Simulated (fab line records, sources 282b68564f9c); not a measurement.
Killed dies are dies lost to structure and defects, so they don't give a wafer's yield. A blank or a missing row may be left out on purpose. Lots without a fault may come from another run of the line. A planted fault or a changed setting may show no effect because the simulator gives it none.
fab line records | flow rit_cmos
record lots=6 wafers=18 last_day=7
route steps=202 shown SDANNEAL@156 PSD@157 NSD@158 PLDD@159 NLDD@160 SILICIDE@161 CONTACT@168 M1@202
lots that met no fault: from a run of the same line without faults
start_h: hours from the record's first day to the start of the lot's first wafer shown | wait_h: hours since the lot's step before | " the same as in the row above | L1.1+2: a row that stands for several wafers | - no value, or no start given | * or withheld: withheld | < > ~ a bound
route shown NAME@n: a module of which the file shows steps, and the number in the route of the first | usual: mean/standard deviation of fault-free wafers | same: alike in all rows | chamber/n: place in a boat | sites: the reading at each site | _std_site: their standard deviation | _edge_site: outer sites' mean less inner sites' | radius_mm: how far each site lies from the wafer's centre | mask NAME#n: copy n | behind: the tool/chamber that last shaped the wafer | hold: why the lot was held/for how many hours/how that ended | device: the transistor (n, p or np) that didn't switch | end of line: the same wafers' tests at the end of the route | a step without rows: its recipe alone | killed: dies lost to structure and defects at the first sort, not the wafer's yield | map: a wafer's dies, x killed, . not, _ none there
set.NAME: the setting as run; set.NAME@STEP: as run at that earlier step | model.NAME: the simulator's own value behind a step, which no gauge read
lots at some steps of the route; a table a step, a row a wafer
services: from which hour (start_h, from the record's first day; less than 0 if before it) a tool's chamber was out of use, for how many hours, and why
## steps
# step RIT_SDANNEAL_RTA_03
# recipe temp_c=1050 time_s=5 idle_temp_c=600 ramp_up_c_per_s=342 ramp_down_c_per_s=171 cool_to_c=600 ambient=N2
# usual wafer_temp_C_max=1053.4/1.1
# columns lot.wafer tool chamber start_h wait_h wafer_temp_C_max
L217.1 rtp_anneal-01 0 106.63 0.0 1053.3
L217.4 " 0 " " 1052.2
L217.6 " 0 " " 1052.8
L221.1 rtp_anneal-01 0 127.63 0.0 1052.8
L221.2 " 0 " " 1054.9
L221.5 " 0 " " 1057.7
L224.2 rtp_anneal-02 0 142.72 0.0 1052.2
L224.5 " 0 " " 1053.9
L224.6 " 0 " " 1053.0
L225.2 rtp_anneal-01 0 146.59 0.0 1055.0
L225.4 " 0 " " 1053.0
L225.5 " 0 " " 1052.3
L227.1 rtp_anneal-01 0 152.68 0.0 1053.1
L227.2 " 0 " " 1054.8
L227.5 " 0 " " 1052.0
L229.3 rtp_anneal-01 0 166.15 0.0 1052.3
L229.4 " 0 " " 1054.7
L229.5 " 0 " " 1053.7
# step RIT_SDANNEAL_RS_MEAS_04
# recipe thk_meas_gauge=four-point-probe
# usual PSD_RS=115.91/0.29
# columns lot.wafer tool chamber start_h wait_h PSD_RS[ohm/sq]
L217.1 film_metro-04 - 106.69 0.0 116.01
L217.4 " - " " 115.65
L217.6 " - " " 115.69
L221.1 film_metro-03 - 127.69 0.0 115.94
L221.2 " - " " 115.90
L221.5 " - " " 115.75
L224.2 film_metro-04 - 142.79 0.1 115.64
L224.5 " - " " 115.34
L224.6 " - " " 115.57
L225.2 film_metro-04 - 146.66 0.1 116.10
L225.4 " - " " 116.03
L225.5 " - " " 116.15
L227.1 film_metro-04 - 152.74 0.0 116.14
L227.2 " - " " 115.66
L227.5 " - " " 116.06
L229.3 film_metro-02 - 166.23 0.1 115.23
L229.4 " - " " 115.38
L229.5 " - " " 115.34
# step RIT_SDANNEAL_RS_MEAS_05
# recipe thk_meas_gauge=four-point-probe
# usual NSD_RS=84.48/0.26
# columns lot.wafer tool chamber start_h wait_h NSD_RS[ohm/sq]
L217.1 film_metro-04 - 106.81 0.1 84.19
L217.4 " - " " 84.46
L217.6 " - " " 84.53
L221.1 film_metro-03 - 127.81 0.1 84.01
L221.2 " - " " 84.38
L221.5 " - " " 84.15
L224.2 film_metro-04 - 142.91 0.1 84.24
L224.5 " - " " 84.04
L224.6 " - " " 84.72
L225.2 film_metro-04 - 146.78 0.1 84.58
L225.4 " - " " 84.58
L225.5 " - " " 84.54
L227.1 film_metro-04 - 152.86 0.1 83.97
L227.2 " - " " 83.99
L227.5 " - " " 84.04
L229.3 film_metro-02 - 166.35 0.1 84.13
L229.4 " - " " 84.30
L229.5 " - " " 84.40
# step RIT_SDANNEAL_RS_MEAS_06
# recipe thk_meas_gauge=four-point-probe
# usual PLDD_RS=178.7/0.52
# columns lot.wafer tool chamber start_h wait_h PLDD_RS[ohm/sq]
L217.1 film_metro-04 - 106.93 0.1 179.7
L217.4 " - " " 179.5
L217.6 " - " " 178.9
L221.1 film_metro-03 - 127.93 0.1 178.0
L221.2 " - " " 178.2
L221.5 " - " " 178.4
L224.2 film_metro-04 - 143.03 0.1 178.6
L224.5 " - " " 178.4
L224.6 " - " " 178.6
L225.2 film_metro-04 - 146.90 0.1 178.4
L225.4 " - " " 178.3
L225.5 " - " " 178.1
L227.1 film_metro-04 - 152.98 0.1 178.7
L227.2 " - " " 177.7
L227.5 " - " " 178.6
L229.3 film_metro-02 - 166.47 0.1 177.6
L229.4 " - " " 178.1
L229.5 " - " " 178.1
# step RIT_SDANNEAL_RS_MEAS_07
# recipe thk_meas_gauge=four-point-probe
# usual NLDD_RS=151.6/0.57
# columns lot.wafer tool chamber start_h wait_h NLDD_RS[ohm/sq]
L217.1 film_metro-04 - 107.05 0.1 153.3
L217.4 " - " " 153.2
L217.6 " - " " 153.3
L221.1 film_metro-03 - 128.05 0.1 151.5
L221.2 " - " " 151.5
L221.5 " - " " 151.2
L224.2 film_metro-04 - 143.15 0.1 151.9
L224.5 " - " " 152.0
L224.6 " - " " 152.0
L225.2 film_metro-04 - 147.02 0.1 151.9
L225.4 " - " " 151.8
L225.5 " - " " 152.3
L227.1 film_metro-04 - 153.10 0.1 151.4
L227.2 " - " " 151.2
L227.5 " - " " 151.3
L229.3 film_metro-02 - 166.59 0.1 151.9
L229.4 " - " " 151.3
L229.5 " - " " 151.4
# step RIT_SILICIDE_WET_ETCH_00
# recipe chemistry=BOE target=SiO2 target_depth_nm=14 time_s=15 dry=n2_spin dilution=10:1 temp_c=21.5
# step RIT_SILICIDE_SPUTTER_01
# recipe material=Ti target_thk_nm=30 power_w=350 chamber_pressure_pa=0.667 gas=Ar time_s=240 substrate_temp_c=25
# usual substrate_temp_c=24.98/0.091 throttle_valve_pct=29.8/1.2
# columns lot.wafer tool chamber start_h wait_h substrate_temp_c throttle_valve_pct
L217.1 pvd_sputter-04 - 107.18 0.0 24.89 30.2
L217.4 " - " " 24.97 28.4
L217.6 " - " " 24.97 32.7
L221.1 pvd_sputter-04 - 128.18 0.0 24.85 30.8
L221.2 " - " " 24.99 29.9
L221.5 " - " " 24.96 30.2
L224.2 pvd_sputter-04 - 143.27 0.0 24.98 28.7
L224.5 " - " " 24.99 31.0
L224.6 " - " " 24.89 28.4
L225.2 pvd_sputter-01 - 147.14 0.0 24.88 28.8
L225.4 " - " " 25.10 29.7
L225.5 " - " " 24.99 28.6
L227.1 pvd_sputter-02 - 153.23 0.0 24.87 30.8
L227.2 " - " " 24.83 30.3
L227.5 " - " " 24.88 30.2
L229.3 pvd_sputter-02 - 166.68 0.0 24.91 29.1
L229.4 " - " " 24.84 31.1
L229.5 " - " " 24.91 29.1
# step RIT_SILICIDE_RS_MEAS_02
# recipe thk_meas_gauge=four-point-probe reads=Ti_of_SILICIDE_SPUTTER_01
# usual SILICIDE_TI_RS=47.9/0.62
# columns lot.wafer tool chamber start_h wait_h SILICIDE_TI_RS[ohm/sq]
L217.1 film_metro-02 - 107.33 0.1 47.2
L217.4 " - " " 48.0
L217.6 " - " " 47.7
L221.1 film_metro-02 - 128.33 0.1 47.6
L221.2 " - " " 47.6
L221.5 " - " " 47.8
L224.2 film_metro-01 - 143.44 0.1 47.8
L224.5 " - " " 47.2
L224.6 " - " " 47.0
L225.2 film_metro-01 - 147.31 0.1 47.8
L225.4 " - " " 48.3
L225.5 " - " " 47.9
L227.1 film_metro-02 - 153.38 0.1 47.6
L227.2 " - " " 47.3
L227.5 " - " " 47.8
L229.3 film_metro-03 - 166.87 0.1 47.5
L229.4 " - " " 48.7
L229.5 " - " " 47.8
# step RIT_SILICIDE_THK_MEAS_03
# recipe thk_meas_gauge=xrf reads=Ti_of_SILICIDE_SPUTTER_01
# usual SILICIDE_TI_THK=30.0/0.34
# columns lot.wafer tool chamber start_h wait_h SILICIDE_TI_THK[nm]
L217.1 film_metro-02 - 107.45 0.1 30.2
L217.4 " - " " 29.9
L217.6 " - " " 30.1
L221.1 film_metro-02 - 128.45 0.1 30.1
L221.2 " - " " 30.0
L221.5 " - " " 30.0
L224.2 film_metro-01 - 143.55 0.1 30.0
L224.5 " - " " 30.5
L224.6 " - " " 30.6
L225.2 film_metro-01 - 147.42 0.1 30.1
L225.4 " - " " 29.9
L225.5 " - " " 30.1
L227.1 film_metro-02 - 153.50 0.1 29.9
L227.2 " - " " 30.1
L227.5 " - " " 29.8
L229.3 film_metro-03 - 166.97 0.1 30.2
L229.4 " - " " 29.5
L229.5 " - " " 30.0
# step RIT_SILICIDE_RTA_04
# recipe temp_c=650 time_s=10 idle_temp_c=25 ramp_up_s=5 ramp_down_s=5 cool_to_c=25 ambient=N2
# usual wafer_temp_C_max=652.4/0.55
# columns lot.wafer tool chamber start_h wait_h wafer_temp_C_max
L217.1 rtp_anneal-02 0 107.51 0.1 652.0
L217.4 " 0 " " 651.8
L217.6 " 0 " " 652.4
L221.1 rtp_anneal-02 0 128.51 0.1 652.0
L221.2 " 0 " " 652.3
L221.5 " 0 " " 652.5
L224.2 rtp_anneal-01 0 143.61 0.1 652.6
L224.5 " 0 " " 652.7
L224.6 " 0 " " 652.6
L225.2 rtp_anneal-02 0 147.48 0.1 651.5
L225.4 " 0 " " 652.4
L225.5 " 0 " " 653.4
L227.1 rtp_anneal-02 0 153.56 0.1 652.0
L227.2 " 0 " " 652.4
L227.5 " 0 " " 651.6
L229.3 rtp_anneal-02 0 167.03 0.1 652.5
L229.4 " 0 " " 652.5
L229.5 " 0 " " 652.6
# step RIT_SILICIDE_WET_ETCH_05
# recipe chemistry=SPM target=Ti temp_c=90 time_s=120 dry=n2_spin
# step RIT_SILICIDE_RTA_06
# recipe temp_c=750 time_s=10 idle_temp_c=25 ramp_up_s=5 ramp_down_s=10 cool_to_c=25 ambient=N2
# usual wafer_temp_C_max=752.7/0.65
# columns lot.wafer tool chamber start_h wait_h wafer_temp_C_max
L217.1 rtp_anneal-01 0 107.62 0.0 754.0
L217.4 " 0 " " 752.2
L217.6 " 0 " " 752.3
L221.1 rtp_anneal-01 0 128.63 0.0 753.2
L221.2 " 0 " " 754.2
L221.5 " 0 " " 752.8
L224.2 rtp_anneal-02 0 143.71 0.0 752.2
L224.5 " 0 " " 752.1
L224.6 " 0 " " 751.9
L225.2 rtp_anneal-01 0 147.59 0.0 752.8
L225.4 " 0 " " 753.0
L225.5 " 0 " " 752.6
L227.1 rtp_anneal-01 0 153.68 0.0 752.8
L227.2 " 0 " " 753.6
L227.5 " 0 " " 752.4
L229.3 rtp_anneal-01 0 167.14 0.0 753.6
L229.4 " 0 " " 752.9
L229.5 " 0 " " 753.3
# step RIT_CONTACT_CVD_00
# recipe material=SiO2 target_thk_nm=400 precursor=TEOS temp_c=390 time_s=61 rf_w=400
# usual heater_power_w=324/43
# columns lot.wafer tool chamber start_h wait_h heater_power_w model.SiO2_of_CONTACT_CVD_00.thk_nm
L217.1 pecvd-01 1 107.69 0.1 335 401.3
L217.4 " 2 " " 395 407
L217.6 " 0 " " 316 403.2
L221.1 pecvd-03 2 128.69 0.1 278 401.6
L221.2 " 1 " " 318 399.7
L221.5 " 2 " " 301 404.7
L224.2 pecvd-03 2 143.77 0.0 370 629.3
L224.5 " 1 " " 332 408
L224.6 " 2 " " 282 637.7
L225.2 pecvd-04 0 147.64 0.0 321 398.8
L225.4 " 1 " " 387 402.1
L225.5 " 2 " " 279 403.7
L227.1 pecvd-03 2 153.74 0.1 331 628.8
L227.2 " 0 " " 326 392.6
L227.5 " 0 " " 339 402.8
L229.3 pecvd-01 0 167.19 0.0 337 400.6
L229.4 " 2 " " 401 403.8
L229.5 " 1 " " 308 408.4
# step RIT_CONTACT_THK_MEAS_01
# recipe reads=SiO2_of_CONTACT_CVD_00
# usual CONTACT_TEOS_THK=401/5.3
# columns lot.wafer tool chamber start_h wait_h CONTACT_TEOS_THK[nm]
L217.1 film_metro-03 - 107.74 0.0 401
L217.4 " - " " 407
L217.6 " - " " 403
L221.1 film_metro-03 - 128.74 0.0 402
L221.2 " - " " 400
L221.5 " - " " 405
L224.2 film_metro-03 - 143.83 0.0 629
L224.5 " - " " 408
L224.6 " - " " 637
L225.2 film_metro-03 - 147.70 0.0 399
L225.4 " - " " 402
L225.5 " - " " 404
L227.1 film_metro-03 - 153.79 0.0 628
L227.2 " - " " 393
L227.5 " - " " 403
L229.3 film_metro-01 - 167.26 0.0 401
L229.4 " - " " 404
L229.5 " - " " 408
# step RIT_CONTACT_HMDS_02
# recipe prime_time_s=60 prime_temp_c=140
# step RIT_CONTACT_COAT_03
# recipe resist=NOVOLAK spin_rpm=3250 resist_thk_nm=1000
# step RIT_CONTACT_SOFTBAKE_04
# recipe resist=NOVOLAK temp_c=90 time_s=60
# step RIT_CONTACT_EXPOSE_05
# recipe mask_id=M11 na=0.6 source_shape=conventional sigma_outer=0.5 target_cd_nm=1000 dose_mj=250
# step RIT_CONTACT_PEB_06
# recipe resist=NOVOLAK temp_c=withheld time_s=withheld
# step RIT_CONTACT_DEVELOP_07
# recipe resist=NOVOLAK develop_time_s=120 dev_temp_c=23
# step RIT_CONTACT_CD_MEAS_08
# recipe target_cd_nm=1000
# usual cd_nm=1000.7/1.6
# columns lot.wafer tool chamber start_h wait_h cd_nm
L217.1 cd_sem-01 - 109.08 - 1001.4
L217.4 " - " " 1002.2
L217.6 " - " " 1001.0
L221.1 cd_sem-01 - 129.90 - 998.4
L221.2 " - " " 1001.7
L221.5 " - " " 999.6
L224.2 cd_sem-02 - 144.94 - 1002.2
L224.5 " - " " 1001.7
L224.6 " - " " 1003.8
L225.2 cd_sem-02 - 148.74 - 1001.8
L225.4 " - " " 1001.1
L225.5 " - " " 1000.6
L227.1 cd_sem-01 - 154.82 - 998.8
L227.2 " - " " 1000.8
L227.5 " - " " 1000.0
L229.3 cd_sem-02 - 168.43 - 1001.5
L229.4 " - " " 999.4
L229.5 " - " " 1000.6
# step RIT_CONTACT_OVL_MEAS_09
# usual CONTACT_OVL=-1.2/1.5
# columns lot.wafer tool chamber start_h wait_h CONTACT_OVL[nm]
L217.1 overlay-02 - 109.20 0.1 -4.8
L217.4 " - " " -2.7
L217.6 " - " " -2.7
L221.1 overlay-02 - 130.02 0.1 0.7
L221.2 " - " " -0.9
L221.5 " - " " 1.3
L224.2 overlay-02 - 145.04 0.1 -3.5
L224.5 " - " " -1.4
L224.6 " - " " -2.0
L225.2 overlay-02 - 148.84 0.1 -1.9
L225.4 " - " " -1.2
L225.5 " - " " -2.1
L227.1 overlay-01 - 154.94 0.1 -0.5
L227.2 " - " " -1.0
L227.5 " - " " -2.0
L229.3 overlay-02 - 168.52 0.1 0.9
L229.4 " - " " -0.5
L229.5 " - " " 0.5
# step RIT_CONTACT_HARDBAKE_10
# recipe resist=NOVOLAK temp_c=140 time_s=60
# step RIT_CONTACT_ETCH_11
# recipe target_depth_a=4800 over_etch_frac=0.2 stop_on=TiSi2 chemistry=CHF3/CF4/Ar target=SiO2 CHF3_flow_sccm=50 cf4_flow_sccm=10 Ar_flow_sccm=100 O2_flow_sccm=5 pressure_mtorr=100 rf_w=200 time_s=320
# usual drypump_motor_current_A=5.9/0.47 mfc_ar_sccm=100.05/0.3 oes_product_au=0.999/0.011 throttle_valve_pct=8.88/0.15
# columns lot.wafer tool chamber start_h wait_h drypump_motor_current_A mfc_ar_sccm oes_product_au rf_hours_counter_h throttle_valve_pct model.etch.depth_nm model.CONTACT.feature_depth_nm
L217.1 rie_diel-03 0 109.39 0.1 5.8 99.30 0.976 69 8.89 401.3 401.3
L217.4 " 3 " " 5.8 99.61 1.004 - 8.71 407 407
L217.6 " 2 " " 5.6 100.00 1.002 - 9.10 403.2 403.2
L221.1 rie_diel-03 0 130.20 0.1 5.8 100.11 0.977 70 8.90 401.6 401.6
L221.2 " 1 " " 6.4 99.93 0.987 149 9.05 399.7 399.7
L221.5 " 3 " " 5.8 100.06 1.005 - 8.72 404.7 404.7
L224.2 rie_diel-02 1 145.22 0.1 6.2 100.14 1.023 133 8.94 477.1 477.1
L224.5 " 3 " " 6.3 100.67 0.993 - 8.68 408 408
L224.6 " 0 " " 4.9 99.59 1.019 - 8.92 477.9 477.9
L225.2 rie_diel-04 0 149.08 0.1 5.1 99.71 1.002 6 8.65 398.8 398.8
L225.4 " 3 " " 6.3 100.03 0.992 124 9.04 402.1 402.1
L225.5 " 3 " " 6.2 100.03 1.003 - 9.02 403.7 403.7
L227.1 rie_diel-02 2 155.13 0.1 6.3 100.02 0.998 5 9.02 483.2 483.2
L227.2 " 3 " " 6.3 100.19 0.984 106 8.69 392.6 392.6
L227.5 " 2 " " 6.3 100.27 0.987 - 9.01 402.8 402.8
L229.3 rie_diel-04 2 168.70 0.1 5.4 100.03 1.015 110 8.74 400.6 400.6
L229.4 " 1 " " 6.1 100.11 1.005 2 8.75 403.8 403.8
L229.5 " 0 " " 5.1 99.88 1.007 - 8.66 408.4 408.4
# step RIT_CONTACT_STRIP_12
# recipe chemistry=O2 time_s=180 resist=NOVOLAK platen_temp_c=withheld power_w=500 pressure_mtorr=4000 o2_flow_sccm=4000
# usual drypump_motor_current_A=5.66/0.21
# columns lot.wafer tool chamber start_h wait_h drypump_motor_current_A rf_hours_counter_h
L217.1 plasma_asher-03 0 109.58 0.1 5.88 45
L217.4 " 1 " " 5.46 -
L217.6 " 1 " " 5.45 -
L221.1 plasma_asher-03 0 130.40 0.1 5.86 48
L221.2 " 1 " " 5.43 48
L221.5 " 0 " " 5.85 -
L224.2 plasma_asher-01 0 145.42 0.1 5.88 2
L224.5 " 1 " " 5.80 -
L224.6 " 0 " " 5.89 -
L225.2 plasma_asher-03 0 149.27 0.1 5.88 50
L225.4 " 1 " " 5.46 -
L225.5 " 1 " " 5.46 -
L227.1 plasma_asher-01 0 155.32 0.1 5.87 4
L227.2 " 1 " " 5.78 4
L227.5 " 1 " " 5.79 -
L229.3 plasma_asher-02 0 168.95 0.2 5.77 -
L229.4 " 1 " " 5.36 -
L229.5 " 0 " " 5.77 -
# step RIT_CONTACT_CD_MEAS_90
# recipe target_cd_nm=1000
# usual cd_nm=1000.6/1.6
# columns lot.wafer tool chamber start_h wait_h cd_nm
L217.1 cd_sem-01 - 109.76 0.1 1001.0
L217.4 " - " " 1002.0
L217.6 " - " " 1000.9
L221.1 cd_sem-01 - 130.57 0.1 998.3
L221.2 " - " " 1001.5
L221.5 " - " " 999.6
L224.2 cd_sem-01 - 145.61 0.1 1002.4
L224.5 " - " " 1002.0
L224.6 " - " " 1003.7
L225.2 cd_sem-01 - 149.47 0.1 1002.3
L225.4 " - " " 1001.4
L225.5 " - " " 1000.5
L227.1 cd_sem-02 - 155.50 0.1 998.9
L227.2 " - " " 1000.5
L227.5 " - " " 1000.2
L229.3 cd_sem-01 - 169.10 0.1 1001.5
L229.4 " - " " 999.3
L229.5 " - " " 999.9
# step RIT_CONTACT_CLEAN_13
# recipe chemistry=SC1 mix=3:3:50 time_s=600 temp_c=75
# usual bath_guard_temp_C=75.3/0.41
# columns lot.wafer tool chamber start_h wait_h bath_guard_temp_C model.SiO2_of_CONTACT_CVD_00.thk_nm
L217.1 wet_bench-01 1 109.88 0.1 75.6 397.2
L217.4 " 1 " " 75.5 402.9
L217.6 " 1 " " 75.5 399.1
L221.1 wet_bench-04 0 130.69 0.1 75.3 397.6
L221.2 " 0 " " 75.2 395.6
L221.5 " 0 " " 75.2 400.6
L224.2 wet_bench-01 0 145.71 0.1 74.9 625.3
L224.5 " 0 " " 74.6 404
L224.6 " 0 " " 74.7 633.7
L225.2 wet_bench-04 1 149.57 0.1 76.0 394.7
L225.4 " 1 " " 76.0 398
L225.5 " 1 " " 76.0 399.6
L227.1 wet_bench-04 3 155.62 0.1 75.6 624.7
L227.2 " 3 " " 75.2 388.5
L227.5 " 3 " " 75.3 398.7
L229.3 wet_bench-01 1 169.18 0.1 75.2 396.5
L229.4 " 1 " " 75.3 399.8
L229.5 " 1 " " 75.5 404.3
# step RIT_CONTACT_CLEAN_14
# recipe chemistry=SC2 mix=3:3:50 time_s=600 temp_c=75 dry=n2_spin
# step RIT_M1_PROBE_99
# usual killed_at_contacts=0.0/0.2 killed_at_front_end=7.3/2.8 killed_dies=7.3/2.8 killed_on_rim=1.9/1.3 killed_open=3.8/1.9 killed_short=3.5/1.8
# same gross_dies=264 killed_at_M0_to_M3=0 killed_at_M4_up=0 killed_at_back_side=0 killed_at_other=0
# columns lot.wafer tool chamber start_h wait_h killed_at_contacts killed_at_front_end killed_dies killed_on_rim killed_open killed_short
L217.1 prober-01 - 114.26 0.1 0 5 5 1 3 2
L217.4 prober-01 - 114.41 0.2 0 7 7 2 3 4
L217.6 prober-01 - 114.51 0.2 0 10 10 3 2 8
L221.1 prober-01 - 135.51 0.1 0 12 12 4 4 5
L221.2 prober-01 - 135.56 0.1 0 4 4 0 2 2
L221.5 prober-01 - 135.71 0.2 0 2 2 0 0 2
L224.2 prober-02 - 151.00 0.1 256 8 264 70 4 4
L224.6 prober-02 - 151.20 0.2 259 5 264 70 1 4
L225.2 prober-01 - 154.14 0.1 0 6 6 3 5 1
L225.4 prober-01 - 154.24 0.2 0 16 16 3 8 8
L225.5 prober-01 - 154.29 0.2 0 8 8 4 3 5
L227.1 prober-01 - 160.87 0.1 260 4 264 70 1 4
L229.3 prober-01 - 173.95 0.2 0 7 7 1 5 2
L229.4 prober-01 - 174.00 0.2 0 10 10 0 6 4
L229.5 prober-01 - 174.05 0.2 0 9 9 2 4 5
# killed by level:class
L217.1 GATE:geometric_particle:short=1 REOX:geometric_particle:open=1 SPACER:geometric_particle:open=1 SILICIDE:geometric_particle:short=1 SILICIDE:geometric_particle:open=1
L217.4 GATE:geometric_particle:short=3 SPACER:geometric_particle:open=1 GATE:geometric_particle:open=1 REOX:geometric_particle:open=1 SILICIDE:geometric_particle:short=1
L217.6 FOX2:geometric_particle:short=3 GATE:geometric_particle:short=3 SILICIDE:geometric_particle:short=2 GATE:geometric_particle:open=1 SILICIDE:geometric_particle:open=1
L221.1 NRETRO:coat_microbubble_printed=3 GATE:geometric_particle:short=2 REOX:geometric_particle:open=2 SPACER:geometric_particle:short=2 FOX1:geometric_particle:short=1 SPACER:geometric_particle:open=1 SILICIDE:geometric_particle:open=1
L221.2 GATE:geometric_particle:open=2 GATE:geometric_particle:short=1 SPACER:geometric_particle:short=1
L221.5 GATE:geometric_particle:short=2
L224.2 CONTACT:area_etch=256 FOX1:geometric_particle:short=2 REOX:geometric_particle:open=2 SPACER:geometric_particle:open=2 GATE:geometric_particle:short=1 REOX:geometric_particle:short=1
L224.6 CONTACT:area_etch=259 FOX1:geometric_particle:short=2 REOX:geometric_particle:short=2 REOX:geometric_particle:open=1
L225.2 GATE:geometric_particle:open=2 SPACER:geometric_particle:open=2 FOX2:geometric_particle:open=1 GATE:geometric_particle:short=1
L225.4 REOX:geometric_particle:short=4 GATE:geometric_particle:short=3 SPACER:geometric_particle:open=3 SILICIDE:geometric_particle:open=3 GATE:geometric_particle:open=2 SPACER:geometric_particle:short=1
L225.5 GATE:geometric_particle:open=2 FOX1:geometric_particle:short=1 FOX2:geometric_particle:short=1 FOX2:geometric_particle:open=1 REOX:geometric_particle:short=1 SPACER:geometric_particle:short=1 SILICIDE:geometric_particle:short=1
L227.1 CONTACT:area_etch=259 GATE:geometric_particle:short=2 SILICIDE:geometric_particle:short=1 SILICIDE:geometric_particle:open=1 CONTACT:geometric_particle:short=1
L229.3 SILICIDE:geometric_particle:open=2 FOX1:geometric_particle:short=1 FOX1:geometric_particle:open=1 GATE:geometric_particle:open=1 GATE:geometric_particle:short=1 SPACER:geometric_particle:open=1
L229.4 FOX1:geometric_particle:open=3 FOX1:geometric_particle:short=2 GATE:geometric_particle:open=2 SPACER:geometric_particle:short=2 SPACER:geometric_particle:open=1
L229.5 FOX1:geometric_particle:short=4 FOX1:geometric_particle:open=2 GATE:geometric_particle:short=1 GATE:geometric_particle:open=1 SPACER:geometric_particle:open=1
# map L224.2 (x killed, . not)
________xxxxxxx_______
_____xxxxxxxxxxxxx____
____xxxxxxxxxxxxxxx___
___xxxxxxxxxxxxxxxxx__
__xxxxxxxxxxxxxxxxxxx_
__xxxxxxxxxxxxxxxxxxx_
_xxxxxxxxxxxxxxxxxxxxx
_xxxxxxxxxxxxxxxxxxxxx
_xxxxxxxxxxxxxxxxxxxxx
_xxxxxxxxxxxxxxxxxxxxx
__xxxxxxxxxxxxxxxxxxx_
__xxxxxxxxxxxxxxxxxxx_
___xxxxxxxxxxxxxxxxx__
____xxxxxxxxxxxxxxx___
_____xxxxxxxxxxxxx____
________xxxxxxx_______
# map L227.1 (x killed, . not)
________xxxxxxx_______
_____xxxxxxxxxxxxx____
____xxxxxxxxxxxxxxx___
___xxxxxxxxxxxxxxxxx__
__xxxxxxxxxxxxxxxxxxx_
__xxxxxxxxxxxxxxxxxxx_
_xxxxxxxxxxxxxxxxxxxxx
_xxxxxxxxxxxxxxxxxxxxx
_xxxxxxxxxxxxxxxxxxxxx
_xxxxxxxxxxxxxxxxxxxxx
__xxxxxxxxxxxxxxxxxxx_
__xxxxxxxxxxxxxxxxxxx_
___xxxxxxxxxxxxxxxxx__
____xxxxxxxxxxxxxxx___
_____xxxxxxxxxxxxx____
________xxxxxxx_______
## services
# columns tool chamber start_h hours kind
plasma_asher-01 - 83.33 28.1 pm
rie_diel-04 1 88.36 1.2 repair
rie_diel-04 - 100.03 1.5 repair
rie_diel-03 1 105.21 8.5 repair
plasma_asher-01 - 111.44 9.0 pm
plasma_asher-01 0 111.44 9.0 vent_cycle
plasma_asher-01 1 111.44 9.0 vent_cycle
plasma_asher-01 - 113.25 4.2 repair
pvd_sputter-01 - 113.68 4.7 repair
plasma_asher-01 0 120.44 - clean
plasma_asher-01 1 120.44 - clean
pvd_sputter-04 - 124.10 1.1 repair
pecvd-01 - 125.42 0.6 repair
pecvd-03 0 128.95 7.8 repair
pvd_sputter-04 - 133.30 4.7 repair
pecvd-01 - 140.98 2.8 pm
rie_diel-04 - 153.91 14.6 pm
rie_diel-03 1 155.39 - clean
rie_diel-03 1 155.39 14.0 scheduled_down
rie_diel-03 1 155.39 14.0 vent_cycle
plasma_asher-01 - 159.39 3.5 repair
pvd_sputter-02 - 161.53 3.2 repair
## key
first_sign step=RIT_CONTACT_THK_MEAS_01 reading=CONTACT_TEOS_THK direction=up sigmas=44 usual=401 struck=632
effect step=RIT_M1_PROBE_99 reading=killed_at_contacts direction=up sigmas=99+ usual=0.0 struck=258.3
model_effect step=RIT_CONTACT_CVD_00 value=SiO2_of_CONTACT_CVD_00.thk_nm without=398 struck=632
model_effect step=RIT_CONTACT_ETCH_11 value=etch.depth_nm without=398 struck=479.4
model_effect step=RIT_CONTACT_CLEAN_13 value=SiO2_of_CONTACT_CVD_00.thk_nm without=393.9 struck=627.9
more_kills_born_at RIT_CONTACT_ETCH_11@rie_diel-02=774
met_at RIT_CONTACT_CVD_00
struck_wafers L224.2,L224.6,L227.1
later_rows_left_out L224.2,L224.6,L227.1
tester_left_out L224,L227
onset_between 128.69 143.77
fault kind=process_parameter_drift tool=pecvd-03 chamber=2 onset_h=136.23 steps=RIT_CONTACT_CVD_00 channel=target_thk_nm offset=234.61 shape=step end_h=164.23 stated=400
# tester_left_out: of these lots the tester's yield and bins aren't shown, on N5 and GAA mostly nor the transistor test; their killed dies are dies lost to structure and defects alone, not to doping, threshold or leakage, so they don't give the yield
# later_rows_left_out: the simulator's readings of these wafers behind a module that went badly wrong aren't trusted and aren't shown, but for the sort
